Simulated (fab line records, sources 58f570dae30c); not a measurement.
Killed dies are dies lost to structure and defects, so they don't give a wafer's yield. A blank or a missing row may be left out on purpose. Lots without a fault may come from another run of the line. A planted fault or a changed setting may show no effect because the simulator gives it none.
Which tool did it? | flow berkeley_cmos170 | 13 lots, 39 wafers sampled, at 2 steps of a route of 331

WHAT THE GAUGES READ, wafer by wafer
UCB170_PLDD_CD_MEAS_06: target cd 1200 nm. Usual: cd_nm 1199.9 nm, standard deviation 1.5.
lot  | measured     | on        | cd_nm (nm)           | flag
L318 | day 5 23:17  | cd_sem-02 | 1200.9 1201.1 1200.4 |
L320 | day 6 12:33  | cd_sem-02 | 1199.3 1199.4 1198.9 |
L321 | day 6 22:36  | cd_sem-01 | 1200.6 1200.4 1201.1 |
L322 | day 6 23:40  | cd_sem-02 | 1198.6 1198.0 1198.4 |
L323 | day 6 23:56  | cd_sem-01 | 1200.7 1200.3 1200.4 |
L324 | day 7 12:53  | cd_sem-01 | 1200.1 1199.1 1199.3 |
L325 | day 7 13:15  | cd_sem-02 | 1201.2 1201.1 1201.0 |
L328 | day 7 19:56  | cd_sem-02 | 1203.7 1203.1 1203.0 |
L329 | day 8 11:28  | cd_sem-02 | 1199.7 1199.9 1200.6 |
L331 | day 9 01:19  | cd_sem-02 | 1198.3 1197.5 1196.7 |
L332 | day 9 01:52  | cd_sem-02 | 1205.3 1205.1 1205.5 | OFF
L339 | day 10 08:16 | cd_sem-02 | 1198.7 1200.1 1198.7 |
L340 | day 10 08:50 | cd_sem-01 | 1202.9 1203.8 1200.6 |

WHICH TOOL RAN EACH LOT (tool, then ch and the chambers of the sampled wafers, then the start)
lot  | UCB170_PLDD_PEB_04
L318 | litho_track-04 ch 0, day 5 23:01
L320 | litho_track-02 ch 0, day 6 12:16
L321 | litho_track-03 ch 0, day 6 22:20
L322 | litho_track-04 ch 0, day 6 23:23
L323 | litho_track-04 ch 0, day 6 23:40
L324 | litho_track-02 ch 0, day 7 12:37
L325 | litho_track-03 ch 0, day 7 12:56
L328 | litho_track-04 ch 0, day 7 19:40
L329 | litho_track-04 ch 0, day 8 11:12
L331 | litho_track-04 ch 0, day 9 01:02
L332 | litho_track-03 ch 0, day 9 01:35
L339 | litho_track-04 ch 0, day 10 08:00
L340 | litho_track-04 ch 0, day 10 08:34
- UCB170_PLDD_PEB_04

WHAT THE TOOLS THEMSELVES READ (means of the sampled wafers that have a number; where no wafer has one, the mark that the record gives instead)
The record holds no such reading with a usual standard deviation.

THE ANSWER, worked out from the rows above alone
Rule: a lot is off if the mean of its wafers that have a number lies more than 3 standard deviations from the usual mean. A lot without any number at a reading at which 4 lots or more have one is off too. The other lots that the step has rows for count as sound. The gauges are gone through in route order, then the tools' own readings, and for those a lot's mean is taken as printed above. The first step at which some lot is off is used, and at that step the reading that is off furthest; a lot without a number counts as furthest.
Off: L332, at UCB170_PLDD_CD_MEAS_06 (cd_nm).
A tool fits if, at a process step before that reading, it ran every lot that is off, and no sound lot after the first of them. The gauges at UCB170_PLDD_CD_MEAS_06 are tried like those tools. One fits: litho_track-03 at UCB170_PLDD_PEB_04. Its last sound lot is L325 (day 7 12:56), its first lot that is off L332 (day 9 01:35): a fault that began between those two fits.

WHAT THE SIMULATOR HAD PUT IN
Process parameter drift: litho_track-03, from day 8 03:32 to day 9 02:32, at UCB170_PLDD_PEB_04. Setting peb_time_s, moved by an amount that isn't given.
Lots struck among those shown: L332. The rule above found the same.
